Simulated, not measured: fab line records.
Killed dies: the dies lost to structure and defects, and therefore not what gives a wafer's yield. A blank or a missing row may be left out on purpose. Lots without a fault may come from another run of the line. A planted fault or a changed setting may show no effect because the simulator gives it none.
The tool behind it: which one? + flow berkeley_cmos170 + 48 wafers from 16 lots sampled at 6 of the route's 331 steps

WHAT EACH GAUGE READ, for each wafer
UCB170_PWELL_THK_MEAS_06. Usual: for PWELL_NITRIDE_THK the level is 219.4 nm and the standard deviation is 2.2.
| lot  | measured    | on            | PWELL_NITRIDE_THK (nm) | flag |
|------|-------------|---------------|------------------------|------|
| L604 | day 3 04:22 | film_metro-01 | 223.1 222.6 222.0      |      |
| L605 | day 3 04:20 | film_metro-03 | 220.2 219.3 219.9      |      |
| L606 | day 3 06:49 | film_metro-01 | 218.7 218.0 220.4      |      |
| L607 | day 3 06:49 | film_metro-04 | 222.1 222.7 222.4      |      |
| L608 | day 3 17:43 | film_metro-01 | 219.9 219.5 220.3      |      |
| L609 | day 4 01:15 | film_metro-04 | 216.9 218.1 219.0      |      |
| L610 | day 4 01:15 | film_metro-03 | 219.7 221.0 220.2      |      |
| L611 | day 4 07:37 | film_metro-01 | 214.6 215.7 217.9      |      |
| L612 | day 4 07:37 | film_metro-03 | 214.5 217.3 216.2      |      |
| L620 | day 6 08:32 | film_metro-04 | 196.5 197.2 196.9      | OFF  |
| L621 | day 6 08:34 | film_metro-01 | 195.7 194.8 196.4      | OFF  |
| L622 | day 6 08:33 | film_metro-03 | 191.6 191.8 193.1      | OFF  |
| L623 | day 6 22:14 | film_metro-03 | 195.8 195.5 196.5      | OFF  |
| L625 | day 7 08:29 | film_metro-03 | 217.9 219.0 221.0      |      |
| L626 | day 7 14:05 | film_metro-04 | 218.5 221.2 220.3      |      |
| L627 | day 7 14:06 | film_metro-01 | 221.0 219.6 221.0      |      |

UCB170_ACTIVE_CD_MEAS_13: target cd 1200 nm. Usual: cd_nm reads 1200.6 nm (standard deviation 1.2).
| lot  | measured    | on        | cd_nm (nm)           | flag |
|------|-------------|-----------|----------------------|------|
| L604 | day 4 10:40 | cd_sem-02 | 1200.5 1200.2 1199.0 |      |
| L605 | day 4 10:59 | cd_sem-02 | 1199.6 1199.6 1198.4 |      |
| L606 | day 4 13:39 | cd_sem-01 | 1201.4 1201.4 1199.4 |      |
| L607 | day 4 13:23 | cd_sem-01 | 1201.3 1203.1 1202.4 |      |
| L608 | day 4 17:41 | cd_sem-02 | 1200.5 1200.7 1199.1 |      |
| L609 | day 5 04:29 | cd_sem-01 | 1199.6 1200.6 1199.1 |      |
| L610 | day 5 04:13 | cd_sem-01 | 1201.5 1202.3 1200.9 |      |
| L611 | day 5 11:28 | cd_sem-01 | 1198.0 1200.8 1200.4 |      |
| L612 | day 5 11:05 | cd_sem-01 | 1200.6 1200.8 1199.1 |      |
| L620 | day 7 19:45 | cd_sem-02 | 1199.2 1200.1 1201.6 |      |
| L621 | day 7 19:31 | cd_sem-01 | 1200.8 1201.9 1201.1 |      |
| L622 | day 7 15:05 | cd_sem-02 | 1199.8 1200.0 1199.6 |      |
| L623 | day 8 09:11 | cd_sem-01 | 1200.3 1201.9 1202.8 |      |
| L625 | day 8 19:47 | cd_sem-01 | 1198.6 1199.7 1198.4 |      |
| L626 | day 8 22:38 | cd_sem-02 | 1199.0 1201.2 1199.8 |      |
| L627 | day 8 22:47 | cd_sem-01 | 1199.6 1200.8 1199.0 |      |

UCB170_M3_OVL_MEAS_16. Usual: for M3_OVL the level is 1 nm and the standard deviation is 5.3.
| lot  | measured     | on         | M3_OVL (nm) | flag |
|------|--------------|------------|-------------|------|
| L604 | day 7 18:05  | overlay-02 | 4 6 2       |      |
| L605 | day 7 17:21  | overlay-02 | 8 3 6       |      |
| L606 | day 7 18:55  | overlay-02 | -3 -7 -7    |      |
| L607 | day 7 17:30  | overlay-01 | 5 -2 1      |      |
| L608 | day 8 00:26  | overlay-02 | -5 -5 7     |      |
| L609 | day 8 06:20  | overlay-02 | -1 2 -2     |      |
| L610 | day 8 06:37  | overlay-01 | 9 5 0       |      |
| L611 | day 9 02:26  | overlay-02 | 5 7 4       |      |
| L612 | day 8 22:37  | overlay-02 | 0 1 4       |      |
| L620 | day 11 06:38 | overlay-02 | 5 8 1       |      |
| L621 | day 11 05:51 | overlay-01 | -1 -4 -4    |      |
| L622 | day 11 06:07 | overlay-02 | 1 -6 -1     |      |
| L623 | day 11 15:21 | overlay-02 | -15 -5 -7   |      |
| L625 | day 11 22:17 | overlay-01 | 7 3 -3      |      |
| L626 | day 12 08:56 | overlay-02 | -7 -9 1     |      |
| L627 | day 12 07:58 | overlay-01 | 12 13 11    |      |

TOOL THAT RAN EACH LOT (tool first, then ch and the chambers of the sampled wafers, then the start)
| lot  | UCB170_PWELL_CVD_05        | UCB170_PWELL_ETCH_14              | UCB170_M2_STRIP_07                   |
|------|----------------------------|-----------------------------------|--------------------------------------|
| L604 | lpcvd-02 ch 1, day 3 02:25 | rie_diel-01 ch 1,2,3, day 3 05:40 | plasma_asher-02 ch 0,1, day 7 10:23  |
| L605 | lpcvd-02 ch 1, day 3 02:25 | rie_diel-04 ch 1,3, day 3 05:57   | plasma_asher-02 ch 0,1, day 7 09:56  |
| L606 | lpcvd-01 ch 0, day 3 04:54 | rie_diel-01 ch 2,3, day 3 08:32   | plasma_asher-01 ch 1, day 7 10:29    |
| L607 | lpcvd-01 ch 1, day 3 04:54 | rie_diel-02 ch 0,1,3, day 3 08:16 | plasma_asher-03 ch 0,1, day 7 10:12  |
| L608 | lpcvd-02 ch 1, day 3 15:47 | rie_diel-04 ch 1,2, day 3 19:24   | plasma_asher-01 ch 0,1, day 7 16:56  |
| L609 | lpcvd-02 ch 1, day 3 23:20 | rie_diel-01 ch 0,1,2, day 4 02:32 | plasma_asher-03 ch 0,1, day 7 23:29  |
| L610 | lpcvd-02 ch 1, day 3 23:20 | rie_diel-02 ch 0,2, day 4 03:01   | plasma_asher-03 ch 0,1, day 7 23:45  |
| L611 | lpcvd-02 ch 0, day 4 05:40 | rie_diel-01 ch 1,3, day 4 08:41   | plasma_asher-02 ch 0,1, day 8 15:26  |
| L612 | lpcvd-02 ch 1, day 4 05:40 | rie_diel-02 ch 1,3, day 4 08:32   | plasma_asher-03 ch 0,1, day 8 15:06  |
| L620 | lpcvd-02 ch 0, day 6 06:38 | rie_diel-02 ch 1,2,3, day 6 11:06 | plasma_asher-03 ch 0,1, day 10 21:05 |
| L621 | lpcvd-02 ch 0, day 6 06:38 | rie_diel-01 ch 0,1, day 6 10:51   | plasma_asher-02 ch 0,1, day 10 20:54 |
| L622 | lpcvd-02 ch 0, day 6 06:38 | rie_diel-04 ch 0,3, day 6 10:31   | plasma_asher-03 ch 0,1, day 10 22:09 |
| L623 | lpcvd-02 ch 0, day 6 20:18 | rie_diel-01 ch 1,3, day 6 23:33   | plasma_asher-03 ch 0,1, day 11 09:21 |
| L625 | lpcvd-01 ch 0, day 7 06:35 | rie_diel-04 ch 0,2,3, day 7 09:40 | plasma_asher-03 ch 0,1, day 11 15:46 |
| L626 | lpcvd-01 ch 0, day 7 12:11 | rie_diel-04 ch 0,1,3, day 7 16:02 | plasma_asher-03 ch 1, day 12 02:13   |
| L627 | lpcvd-01 ch 1, day 7 12:11 | rie_diel-01 ch 0,2, day 7 15:45   | plasma_asher-02 ch 0, day 12 01:57   |
- UCB170_PWELL_CVD_05: deposits Si3N4 from SiH2Cl2/NH3, target thk 220 nm, time 3300 s.
- UCB170_PWELL_ETCH_14: etches Si3N4 in CH3F/Ar/O2, stops on SiO2, target depth 242 nm, time 151 s.
- UCB170_M2_STRIP_07: strips in O2.

WHAT THE TOOLS THEMSELVES READ (means of the sampled wafers that have a number; where no wafer has one, the mark that the record gives instead)
UCB170_PWELL_CVD_05. Usual: spike_tc_load_C reads 826 C (standard deviation 3.1).
| lot  | tool     | spike_tc_load_C (C) | flag |
|------|----------|---------------------|------|
| L604 | lpcvd-02 | 830                 |      |
| L605 | lpcvd-02 | 829                 |      |
| L606 | lpcvd-01 | 826                 |      |
| L607 | lpcvd-01 | 821                 |      |
| L608 | lpcvd-02 | 830                 |      |
| L609 | lpcvd-02 | 829                 |      |
| L610 | lpcvd-02 | 829                 |      |
| L611 | lpcvd-02 | 824                 |      |
| L612 | lpcvd-02 | 829                 |      |
| L620 | lpcvd-02 | 826                 |      |
| L621 | lpcvd-02 | 824                 |      |
| L622 | lpcvd-02 | 826                 |      |
| L623 | lpcvd-02 | 825                 |      |
| L625 | lpcvd-01 | 825                 |      |
| L626 | lpcvd-01 | 826                 |      |
| L627 | lpcvd-01 | 819                 |      |

UCB170_PWELL_ETCH_14. Usual: drypump_motor_current_A 5.8 A, standard deviation 0.48; oes_product_au 0.940 a.u., standard deviation 0.02; throttle_valve_pct 8.08 %, standard deviation 0.082.
| lot  | tool        | drypump_motor_current_A (A) | oes_product_au (a.u.) | throttle_valve_pct (%) | flag |
|------|-------------|-----------------------------|-----------------------|------------------------|------|
| L604 | rie_diel-01 | 5.7                         | 0.944                 | 8.09                   |      |
| L605 | rie_diel-04 | 5.5                         | 0.937                 | 8.05                   |      |
| L606 | rie_diel-01 | 5.4                         | 0.948                 | 8.10                   |      |
| L607 | rie_diel-02 | 5.7                         | 0.936                 | 8.03                   |      |
| L608 | rie_diel-04 | 5.9                         | 0.950                 | 8.01                   |      |
| L609 | rie_diel-01 | 6.0                         | 0.921                 | 8.10                   |      |
| L610 | rie_diel-02 | 6.0                         | 0.961                 | 8.02                   |      |
| L611 | rie_diel-01 | 5.6                         | 0.931                 | 8.05                   |      |
| L612 | rie_diel-02 | 6.0                         | 0.928                 | 8.04                   |      |
| L620 | rie_diel-02 | 5.9                         | 0.891                 | 8.05                   |      |
| L621 | rie_diel-01 | 5.8                         | 0.864                 | 8.05                   | OFF  |
| L622 | rie_diel-04 | 5.6                         | 0.872                 | 8.16                   | OFF  |
| L623 | rie_diel-01 | 5.2                         | 0.893                 | 8.05                   |      |
| L625 | rie_diel-04 | 5.8                         | 0.949                 | 8.16                   |      |
| L626 | rie_diel-04 | 5.8                         | 0.940                 | 8.11                   |      |
| L627 | rie_diel-01 | 6.1                         | 0.920                 | 8.14                   |      |

UCB170_M2_STRIP_07. Usual: drypump_motor_current_A 5.4 A, standard deviation 0.37; oes_product_au 0.735 a.u., standard deviation 0.0043; strip_time_to_endpoint_s 22.00 s, standard deviation 0.061.
| lot  | tool            | drypump_motor_current_A (A) | oes_product_au (a.u.) | strip_time_to_endpoint_s (s) | flag |
|------|-----------------|-----------------------------|-----------------------|------------------------------|------|
| L604 | plasma_asher-02 | 5.5                         | 0.737                 | 21.96                        |      |
| L605 | plasma_asher-02 | 5.4                         | 0.732                 | 21.99                        |      |
| L606 | plasma_asher-01 | 5.9                         | 0.733                 | 21.95                        |      |
| L607 | plasma_asher-03 | 5.2                         | 0.731                 | 22.01                        |      |
| L608 | plasma_asher-01 | 5.2                         | 0.735                 | 22.07                        |      |
| L609 | plasma_asher-03 | 5.6                         | 0.730                 | 22.13                        |      |
| L610 | plasma_asher-03 | 5.5                         | 0.733                 | 21.98                        |      |
| L611 | plasma_asher-02 | 5.4                         | 0.737                 | 22.00                        |      |
| L612 | plasma_asher-03 | 5.3                         | 0.735                 | 22.02                        |      |
| L620 | plasma_asher-03 | 5.5                         | 0.736                 | 21.98                        |      |
| L621 | plasma_asher-02 | 5.4                         | 0.732                 | 22.09                        |      |
| L622 | plasma_asher-03 | 5.5                         | 0.737                 | 22.05                        |      |
| L623 | plasma_asher-03 | 5.3                         | 0.737                 | 22.04                        |      |
| L625 | plasma_asher-03 | 5.2                         | 0.730                 | 22.03                        |      |
| L626 | plasma_asher-03 | 5.8                         | 0.737                 | 21.99                        |      |
| L627 | plasma_asher-02 | 5.5                         | 0.732                 | 22.09                        |      |

THE ANSWER, worked out from the rows above alone
Rule: a lot is off if the mean of its wafers that have a number lies more than 3 standard deviations from the usual mean. A lot without any number at a reading at which 4 lots or more have one is off too. Any other lot the step has rows for is counted as sound. Order of review: gauges by route order, followed by the tools' own readings, for which a lot's mean as printed above is used. At the first step where some lot is off, the reading lying furthest off is the one used; lots without a number count as furthest.
Off: at UCB170_PWELL_THK_MEAS_06 (PWELL_NITRIDE_THK), L620, L621, L622, L623.
If a tool, at a process step before that reading, ran all the lots that are off and no sound lot after the first of them, it fits. The gauges at UCB170_PWELL_THK_MEAS_06 are tried like those tools. One fits: UCB170_PWELL_CVD_05 on lpcvd-02. A fault onset in the window from L611 (day 4 05:40, its last sound lot) to L620 (day 6 06:38, its first lot off) fits.

WHAT THE SIMULATOR HAD INSERTED
Site profile drift: lpcvd-02, from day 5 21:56 on, at UCB170_PWELL_CVD_05. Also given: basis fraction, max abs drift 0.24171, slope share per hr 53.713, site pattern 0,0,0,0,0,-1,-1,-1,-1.
Struck lots among those shown: L620, L622, L621, L623. The rule given above showed the same thing.
